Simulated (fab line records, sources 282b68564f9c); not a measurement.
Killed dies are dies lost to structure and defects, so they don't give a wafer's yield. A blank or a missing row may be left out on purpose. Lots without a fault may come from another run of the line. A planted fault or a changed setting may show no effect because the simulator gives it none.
Which tool did it? | flow rit_cmos | 7 lots, 21 wafers sampled, at 1 step of a route of 202

WHAT THE GAUGES READ, wafer by wafer
RIT_FOX2_THK_MEAS_91.
lot  | measured    | on            | FIELD_OXIDE_LEFT_2_THK (nm)
L786 | day 2 21:08 | film_metro-02 | 257 250 253
L789 | day 3 14:11 | film_metro-01 | 260 261 263
L792 | day 4 05:37 | film_metro-01 | 264 264 257
L796 | day 4 19:52 | film_metro-04 | 263 256 254
L798 | day 5 02:15 | film_metro-04 | 240 251 242
L804 | day 6 08:24 | film_metro-01 | 262 261 261
L808 | day 7 07:47 | film_metro-04 | 255 260 255

WHICH TOOL RAN EACH LOT (tool, then ch and the chambers of the sampled wafers, then the start)
The record holds no process step before these readings.

THE ANSWER, worked out from the rows above alone
Rule: what is usual is taken from the lots themselves. Put in order of their means at a reading, lots are off if they are a third of the lots or fewer, leave a main group of 4 or more, and stand apart from it by a gap of 3 or more times the standard deviation of the main group's means; of several such gaps the widest counts. A main group whose means are all the same, to the digits that the tables above print for the reading, isn't used. A lot without any number at a reading at which 4 lots or more have one is off too. The other lots that the step has rows for count as sound.
No lot is off at any reading shown: from this, nothing can be told.

WHAT THE SIMULATOR HAD PUT IN
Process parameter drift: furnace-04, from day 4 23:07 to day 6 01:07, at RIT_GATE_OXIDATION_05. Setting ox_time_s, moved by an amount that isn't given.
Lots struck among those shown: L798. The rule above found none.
